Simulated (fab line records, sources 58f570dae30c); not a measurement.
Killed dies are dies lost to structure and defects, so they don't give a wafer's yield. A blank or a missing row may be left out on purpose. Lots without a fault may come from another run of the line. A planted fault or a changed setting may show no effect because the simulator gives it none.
Which tool did it? | flow berkeley_cmos170 | 14 lots, 42 wafers sampled, at 3 steps of a route of 331

WHAT THE GAUGES READ, wafer by wafer
UCB170_NVT_OVL_MEAS_06. Usual: NVT_OVL 1 nm, standard deviation 6.1.
lot  | measured     | on         | NVT_OVL (nm) | flag
L777 | day 5 21:08  | overlay-01 | 5 5 4        |
L776 | day 5 21:38  | overlay-01 | 2 1 -3       |
L778 | day 6 09:08  | overlay-01 | 4 1 5        |
L779 | day 6 13:40  | overlay-02 | 2 -2 -1      |
L781 | day 6 21:02  | overlay-02 | 7 8 6        |
L786 | day 7 21:23  | overlay-01 | 5 6 1        |
L784 | day 7 21:51  | overlay-02 | 8 7 11       |
L783 | day 7 21:56  | overlay-01 | -4 -15 -1    |
L785 | day 7 22:28  | overlay-02 | -2 -1 -4     |
L789 | day 8 04:49  | overlay-01 | -3 0 6       |
L791 | day 8 14:38  | overlay-01 | 10 3 0       |
L794 | day 9 04:41  | overlay-01 | 13 9 17      |
L793 | day 9 05:15  | overlay-01 | 1 1 -5       |
L797 | day 10 01:35 | overlay-02 | 1 3 11       |

UCB170_NVT_TW_MEAS_09. Usual: NVT_TW 521, standard deviation 3.4.
lot  | measured     | on            | NVT_TW      | flag
L777 | day 5 21:25  | film_metro-03 | 517 516 517 |
L776 | day 5 21:55  | film_metro-04 | 523 524 525 |
L778 | day 6 09:26  | film_metro-03 | 517 516 517 |
L779 | day 6 13:57  | film_metro-04 | 526 527 523 |
L781 | day 6 21:19  | film_metro-04 | 525 523 529 |
L786 | day 7 21:40  | film_metro-01 | 525 521 523 |
L784 | day 7 22:08  | film_metro-03 | 521 520 520 |
L783 | day 7 22:13  | film_metro-03 | 521 519 521 |
L785 | day 7 22:44  | film_metro-01 | 540 540 542 | OFF
L789 | day 8 05:11  | film_metro-04 | 542 542 542 | OFF
L791 | day 8 14:56  | film_metro-04 | 522 525 522 |
L794 | day 9 04:58  | film_metro-04 | 524 524 523 |
L793 | day 9 05:32  | film_metro-03 | 517 516 521 |
L797 | day 10 01:52 | film_metro-01 | 520 521 525 |

WHICH TOOL RAN EACH LOT (tool, then ch and the chambers of the sampled wafers, then the start)
lot  | UCB170_NVT_IMPLANT_07
L777 | implanter-03 ch 0, day 5 21:10
L776 | implanter-02 ch 0, day 5 21:41
L778 | implanter-02 ch 0, day 6 09:11
L779 | implanter-02 ch 0, day 6 13:42
L781 | implanter-02 ch 0, day 6 21:06
L786 | implanter-02 ch 0, day 7 21:25
L784 | implanter-02 ch 0, day 7 21:54
L783 | implanter-03 ch 0, day 7 21:58
L785 | implanter-02 ch 0, day 7 22:29
L789 | implanter-02 ch 0, day 8 04:53
L791 | implanter-01 ch 0, day 8 14:41
L794 | implanter-01 ch 0, day 9 04:43
L793 | implanter-03 ch 0, day 9 05:17
L797 | implanter-01 ch 0, day 10 01:37
- UCB170_NVT_IMPLANT_07

WHAT THE TOOLS THEMSELVES READ (means of the sampled wafers that have a number; where no wafer has one, the mark that the record gives instead)
UCB170_NVT_IMPLANT_07. Usual: dose_ions_cm2 3.0001e+12, standard deviation 2.7e+09; end_station_pressure_torr 5e-06 Torr, standard deviation 2.8e-07; faraday_current_uA 9.51, standard deviation 0.17.
lot  | tool         | dose_ions_cm2 | end_station_pressure_torr (Torr) | faraday_current_uA | flag
L777 | implanter-03 | 3.0021e+12    | 5e-06                            | 9.53               |
L776 | implanter-02 | 3.0012e+12    | 5e-06                            | 9.60               |
L778 | implanter-02 | 3.0003e+12    | 5e-06                            | 9.40               |
L779 | implanter-02 | 3.0010e+12    | 5e-06                            | 9.61               |
L781 | implanter-02 | 3.0017e+12    | 5e-06                            | 9.56               |
L786 | implanter-02 | 3.0010e+12    | 5e-06                            | 9.35               |
L784 | implanter-02 | 2.9956e+12    | 5e-06                            | 9.65               |
L783 | implanter-03 | 3.0011e+12    | 5e-06                            | 9.46               |
L785 | implanter-02 | 3.3299e+12    | 5e-06                            | 10.42              | OFF
L789 | implanter-02 | 3.3229e+12    | 5e-06                            | 10.52              | OFF
L791 | implanter-01 | 3.0006e+12    | 5e-06                            | 9.68               |
L794 | implanter-01 | 2.9989e+12    | 5e-06                            | 9.46               |
L793 | implanter-03 | 3.0021e+12    | 5e-06                            | 9.39               |
L797 | implanter-01 | 3.0026e+12    | 5e-06                            | 9.51               |

THE ANSWER, worked out from the rows above alone
Rule: a lot is off if the mean of its wafers that have a number lies more than 3 standard deviations from the usual mean. A lot without any number at a reading at which 4 lots or more have one is off too. The other lots that the step has rows for count as sound. The gauges are gone through in route order, then the tools' own readings, and for those a lot's mean is taken as printed above. The first step at which some lot is off is used, and at that step the reading that is off furthest; a lot without a number counts as furthest.
Off: L785, L789, at UCB170_NVT_TW_MEAS_09 (NVT_TW).
A tool fits if, at a process step before that reading, it ran every lot that is off, and no sound lot after the first of them. The gauges at UCB170_NVT_TW_MEAS_09 aren't tried: what is off there is off at UCB170_NVT_IMPLANT_07 too, on other tools, and a gauge's error can't cause that. One fits: implanter-02 at UCB170_NVT_IMPLANT_07. Its last sound lot is L784 (day 7 21:54), its first lot that is off L785 (day 7 22:29): a fault that began between those two fits.
The tool's own readings at UCB170_NVT_IMPLANT_07 bear it out: on the lots that are off they differ by more than 5 times the standard deviation of the sound lots' means. dose_ions_cm2 reads 3.3264e+12 there against 3.0007e+12 on the sound lots; faraday_current_uA reads 10.47 there against 9.52 on the sound lots.

WHAT THE SIMULATOR HAD PUT IN
Process parameter drift: implanter-02, from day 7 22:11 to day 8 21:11, at UCB170_NVT_IMPLANT_07. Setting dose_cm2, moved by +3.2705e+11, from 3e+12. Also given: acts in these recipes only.
Lots struck among those shown: L785, L789. The rule above found the same.
